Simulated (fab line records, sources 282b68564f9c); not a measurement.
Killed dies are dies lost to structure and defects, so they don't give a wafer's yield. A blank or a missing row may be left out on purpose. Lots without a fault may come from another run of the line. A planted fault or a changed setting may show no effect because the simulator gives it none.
Which tool did it? | flow rit_cmos | 14 lots, 42 wafers sampled, at 2 steps of a route of 202

WHAT THE GAUGES READ, wafer by wafer
RIT_SPACER_THK_MEAS_04.
lot  | measured    | on            | SPACER_NITRIDE_THK (nm)
L821 | day 3 05:53 | film_metro-02 | 247.3 250.5 248.2
L822 | day 3 06:58 | film_metro-04 | 245.6 244.6 245.8
L823 | day 3 19:32 | film_metro-03 | 251.8 252.5 250.8
L824 | day 3 21:14 | film_metro-02 | 247.7 247.3 247.1
L826 | day 4 11:41 | film_metro-02 | 255.5 253.5 253.2
L827 | day 4 18:44 | film_metro-03 | 248.4 250.2 251.4
L828 | day 4 21:14 | film_metro-03 | 250.4 251.5 249.3
L830 | day 5 01:46 | film_metro-02 | 250.0 248.5 248.3
L831 | day 5 06:02 | film_metro-02 | 243.9 245.0 246.4
L832 | day 5 12:40 | film_metro-03 | 248.8 251.2 250.0
L836 | day 6 05:26 | film_metro-02 | 159.9 158.7 159.5
L837 | day 6 09:07 | film_metro-02 | 251.6 251.8 248.9
L840 | day 7 01:39 | film_metro-04 | 158.2 157.3 159.9
L843 | day 7 21:02 | film_metro-03 | 250.2 249.0 251.1

WHICH TOOL RAN EACH LOT (tool, then ch and the chambers of the sampled wafers, then the start)
lot  | RIT_SPACER_CVD_03
L821 | lpcvd-01 ch 0, day 3 03:58
L822 | lpcvd-02 ch 0, day 3 05:04
L823 | lpcvd-02 ch 0, day 3 17:37
L824 | lpcvd-01 ch 1, day 3 19:19
L826 | lpcvd-02 ch 0, day 4 09:46
L827 | lpcvd-01 ch 0, day 4 16:49
L828 | lpcvd-02 ch 0, day 4 18:22
L830 | lpcvd-02 ch 0, day 4 23:50
L831 | lpcvd-02 ch 1, day 5 04:05
L832 | lpcvd-01 ch 0, day 5 10:45
L836 | lpcvd-02 ch 0, day 6 03:31
L837 | lpcvd-01 ch 0, day 6 07:11
L840 | lpcvd-02 ch 0, day 6 23:44
L843 | lpcvd-01 ch 1, day 7 19:05
- RIT_SPACER_CVD_03: deposits Si3N4 from SiH2Cl2/NH3, target thk 250 nm, time 3300 s.

WHAT THE TOOLS THEMSELVES READ (means of the sampled wafers that have a number; where no wafer has one, the mark that the record gives instead)
RIT_SPACER_CVD_03.
lot  | tool     | spike_tc_centre_C (C) | spike_tc_load_C (C) | spike_tc_source_C (C) | susceptor_temp_C (C)
L821 | lpcvd-01 | 812.2                 | 830.9               | 830.5                 | 810.3
L822 | lpcvd-02 | 813.0                 | 835.4               | 825.5                 | 809.9
L823 | lpcvd-02 | 815.0                 | 835.2               | 826.0                 | 809.9
L824 | lpcvd-01 | 811.5                 | 832.0               | 830.2                 | 810.3
L826 | lpcvd-02 | 814.0                 | 835.2               | 827.5                 | 809.9
L827 | lpcvd-01 | 811.9                 | 830.3               | 831.3                 | 809.7
L828 | lpcvd-02 | 814.1                 | 834.5               | 826.1                 | 809.8
L830 | lpcvd-02 | 813.3                 | 835.3               | 826.7                 | 810.2
L831 | lpcvd-02 | 811.6                 | 832.1               | 833.6                 | 810.1
L832 | lpcvd-01 | 812.2                 | 829.5               | 831.4                 | 810.0
L836 | lpcvd-02 | 787.8                 | 809.2               | 801.4                 | 784.8
L837 | lpcvd-01 | 811.0                 | 828.6               | 831.4                 | 810.0
L840 | lpcvd-02 | 789.5                 | 809.7               | 800.3                 | 784.2
L843 | lpcvd-01 | 812.2                 | 831.7               | 830.3                 | 810.0

THE ANSWER, worked out from the rows above alone
Rule: what is usual is taken from the lots themselves. Put in order of their means at a reading, lots are off if they are a third of the lots or fewer, leave a main group of 4 or more, and stand apart from it by a gap of 3 or more times the standard deviation of the main group's means; of several such gaps the widest counts. A main group whose means are all the same, to the digits that the tables above print for the reading, isn't used. A lot without any number at a reading at which 4 lots or more have one is off too. The other lots that the step has rows for count as sound. The gauges are gone through in route order, then the tools' own readings, and for those a lot's mean is taken as printed above. The first step at which some lot is off is used, and at that step the reading that is off furthest; a lot without a number counts as furthest.
Off: L836, L840, at RIT_SPACER_THK_MEAS_04 (SPACER_NITRIDE_THK). The main group: mean 249.4 nm, standard deviation 2.4.
A tool fits if, at a process step before that reading, it ran every lot that is off, and no sound lot after the first of them. The gauges at RIT_SPACER_THK_MEAS_04 aren't tried: what is off there is off at RIT_SPACER_CVD_03 too, on other tools, and a gauge's error can't cause that. One fits: lpcvd-02 at RIT_SPACER_CVD_03. Its last sound lot is L831 (day 5 04:05), its first lot that is off L836 (day 6 03:31): a fault that began between those two fits.
The tool's own readings at RIT_SPACER_CVD_03 bear it out: on the lots that are off they differ by more than 5 times the standard deviation of the sound lots' means. spike_tc_centre_C reads 788.6 C there against 812.7 C on the sound lots; spike_tc_load_C reads 809.5 C there against 832.6 C on the sound lots; spike_tc_source_C reads 800.8 C there against 829.2 C on the sound lots; susceptor_temp_C reads 784.5 C there against 810.0 C on the sound lots.

WHAT THE SIMULATOR HAD PUT IN
Process parameter drift: lpcvd-02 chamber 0, from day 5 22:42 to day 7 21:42, at RIT_SPACER_CVD_03. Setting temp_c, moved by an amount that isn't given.
Lots struck among those shown: L836, L840. The rule above found the same.
